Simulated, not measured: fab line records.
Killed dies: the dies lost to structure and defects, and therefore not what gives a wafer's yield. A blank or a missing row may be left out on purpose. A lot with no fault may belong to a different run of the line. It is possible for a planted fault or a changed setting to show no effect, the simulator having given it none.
A lot that was struck, set against a sound lot + flow berkeley cmos170 + 17 out of 331 route steps
Sound: wafers L658.1, L658.3, L658.4. Struck: wafers L664.1, L664.3, L664.5. At the end, the cause is stated.
Each step with rows lists, per side, the tool, then ch with its chambers, then its first start. Under that, the readings that differ: sound wafers + struck wafers + difference of the means + sigmas: that difference in standard deviations of wafers without a fault.
alike: words and numbers the same on both sides, and readings whose means are apart by under 2 such deviations; not compared: readings that were withheld, readings missing a value for some wafer, numbers with overlapping values and no deviation given by the record, and bounds like >300 which may hide the same value.
The two part at a step that has a row with sigmas, a row that says differs or no value, or rows on one side only. When numbers do not overlap yet have no deviation, they are printed without sigmas and do not part them. A reading missing from all wafers of one side parts the sides only when that side holds two or more wafers.

first, 1 step without rows for these wafers: UCB170_PLDD_DEVELOP_05 (develop time 45 s).
UCB170_PLDD_CD_MEAS_06 targets a cd of 1200 nm.
  struck on cd sem-02, day 9 07:41; sound on cd sem-02, day 7 16:54
  alike: cd nm
UCB170_PLDD_OVL_MEAS_07:
  struck on overlay-01, day 9 07:48; sound on overlay-01, day 7 17:01
  alike: PLDD_OVL
then, 2 steps without rows for these wafers: UCB170_PLDD_IMPLANT_08; UCB170_PLDD_IMPLANT_09.
UCB170_PLDD_STRIP_10: strips in O2.
  sound on plasma asher-03 ch 0,1, day 7 17:21; struck on plasma asher-03 ch 0,1, day 9 08:08
| reading                      | sound             | struck            | difference | sigmas |
|------------------------------|-------------------|-------------------|------------|--------|
| strip time to endpoint s (s) | 21.74 21.79 21.79 | 21.62 21.58 21.59 | -0.18      | -3     |
  alike: drypump motor current A, oes product au
  not compared: rf hours counter h
UCB170_PLDD_TW_MEAS_11:
  struck on film metro-01, day 9 08:14; sound on film metro-01, day 7 17:27
  alike: PLDD_TW
then, 5 steps without rows for these wafers: UCB170_PLDD_CLEAN_12 (cleans in SPM, time 600 s); UCB170_NLDD_HMDS_00 (prime time 60 s); UCB170_NLDD_COAT_01 (resist thk 900 nm); UCB170_NLDD_SOFTBAKE_02 (time 60 s); UCB170_NLDD_EXPOSE_03 (exposes mask NSELECT, target cd 1200 nm).
UCB170_NLDD_PEB_04:
  sound on litho track-01 ch 0, day 7 18:16; struck on litho track-01 ch 0, day 9 09:36
| reading                  | sound                | struck               | difference | sigmas |
|--------------------------|----------------------|----------------------|------------|--------|
| heater power total W (W) | 56.86 56.84 56.75    | 57.67 57.69 57.77    | +0.89      | +21    |
| plate temp C (C)         | 130.09 130.10 130.36 | 131.47 131.50 131.72 | +1.38      | +9     |
then, 1 step without rows for these wafers: UCB170_NLDD_DEVELOP_05 (develop time 45 s).
UCB170_NLDD_CD_MEAS_06 targets a cd of 1200 nm.
  struck on cd sem-01, day 9 10:10; sound on cd sem-02, day 7 18:32
| reading    | sound                | struck               | difference | sigmas |
|------------|----------------------|----------------------|------------|--------|
| cd nm (nm) | 1197.5 1198.4 1198.0 | 1209.7 1209.0 1210.0 | +11.6      | +8     |
  not compared: hold
UCB170_NLDD_OVL_MEAS_07:
  struck on overlay-01, day 9 11:21; sound on overlay-01, day 7 18:40
| reading | sound | struck                                                                     | difference                   | sigmas |
|---------|-------|----------------------------------------------------------------------------|------------------------------|--------|
| hold    | - - - | await dispo/1.1h/release await dispo/1.1h/release await dispo/1.1h/release | no value on the sound wafers |        |
  alike: NLDD_OVL
UCB170_M3_PROBE_99:
  record: rows for the struck wafers here (prober-01, day 10 20:40), none for the sound ones

== WHERE THEY PART ==
Earliest at UCB170_PLDD_STRIP_10; latest, in this record, at UCB170_M3_PROBE_99.

WHY: the cause the simulator had injected
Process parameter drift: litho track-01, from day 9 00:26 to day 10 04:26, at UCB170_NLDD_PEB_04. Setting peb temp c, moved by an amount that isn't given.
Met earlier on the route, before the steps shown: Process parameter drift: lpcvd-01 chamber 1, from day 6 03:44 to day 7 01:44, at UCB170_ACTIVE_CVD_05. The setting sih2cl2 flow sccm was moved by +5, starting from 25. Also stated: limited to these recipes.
